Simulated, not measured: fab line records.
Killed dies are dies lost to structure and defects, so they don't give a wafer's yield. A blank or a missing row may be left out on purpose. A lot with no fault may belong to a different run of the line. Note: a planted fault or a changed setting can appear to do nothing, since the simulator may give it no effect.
One fault seen from 2 desks / flow rit_cmos / each desk holds nothing but its own numbers, with what lay behind them at the end

== TOOL OWNER'S DESK, pvd_sputter-02 ==
The tool's own readings at RIT_SILICIDE_SPUTTER_01 (material Ti, target thk 30 nm, time 240 s): means of the sampled wafers that have a number, for each lot that ran on this tool. Any lot whose mean is over 4 standard deviations away from the usual mean is out of limits and marked OUT; that distance is given in the brackets.
Columns: A = throttle_valve_pct at RIT_SILICIDE_SPUTTER_01, usual 30.0 %
lot=L693; first seen here=day 5 08:41; A=30.4
lot=L697; first seen here=day 6 06:01; A=30.2
lot=L701; first seen here=day 7 01:36; A=29.8
This desk's verdict: no lot among the 3 shows anything out of limits.

== THE METROLOGY DESK ==
Means of the sampled wafers that have a number, per lot and without regard to the tool the lot ran on: this is what the gauges read. Any lot whose mean is over 4 standard deviations away from the usual mean is out of limits and marked OUT; that distance is given in the brackets.
Columns: A = PSD_RS at RIT_SDANNEAL_RS_MEAS_04, usual 116.0 ohm/sq; B = SILICIDE_TI_RS at RIT_SILICIDE_RS_MEAS_02, usual 52.6 ohm/sq; C = SILICIDE_TI_THK at RIT_SILICIDE_THK_MEAS_03, usual 29.1 nm
lot=L683; first seen here=day 3 09:03; A=116.2; B=52.2; C=29.3
lot=L684; first seen here=day 3 17:26; A=116.5; B=53.5; C=28.9
lot=L685; first seen here=day 3 19:06; A=116.4; B=51.0; C=29.9
lot=L687; first seen here=day 4 03:46; A=116.5; B=51.7; C=29.5
lot=L688; first seen here=day 4 08:17; A=115.4; B=51.9; C=29.4
lot=L690; first seen here=day 4 18:08; A=116.0; B=53.6; C=28.7
lot=L693; first seen here=day 5 08:11; A=116.0; B=53.2; C=28.7
lot=L694; first seen here=day 5 12:50; A=115.4; B=53.5; C=28.9
lot=L697; first seen here=day 6 05:33; A=116.1; B=51.9; C=29.4
lot=L698; first seen here=day 6 10:38; A=115.7; B=52.0; C=29.4
lot=L701; first seen here=day 7 01:08; A=116.3; B=46.6 (-8.1) OUT; C=32.7 (+11) OUT
lot=L704; first seen here=day 7 16:25; A=116.1; B=52.8; C=29.0
lot=L705; first seen here=day 7 19:37; A=115.9; B=53.2; C=28.8
This desk's finding: out of limits on L701; first on L701, day 7 01:46 (SILICIDE_TI_RS at RIT_SILICIDE_RS_MEAS_02). L683, L684, L685, L687, L688, L690, L693, L694, L697, L698, L704, L705: within limits.

== TAKEN TOGETHER ==
At day 7 01:46 the metrology desk could have sounded an alarm, on L701.
Nothing out of limits was seen by the tool owner's desk.
Tool owner's desk: L701 on record, inside its limits.
All the named lots went through RIT_SILICIDE_SPUTTER_01 on pvd_sputter-02.

== WHAT WAS PUT IN BY THE SIMULATOR ==
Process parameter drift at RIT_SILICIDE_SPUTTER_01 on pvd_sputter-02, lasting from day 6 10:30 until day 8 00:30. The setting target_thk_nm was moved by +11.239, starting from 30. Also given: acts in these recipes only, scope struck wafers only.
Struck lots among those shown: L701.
Time in hours between the start of the fault and the first out-of-limits reading at each desk: metrology desk, 15.
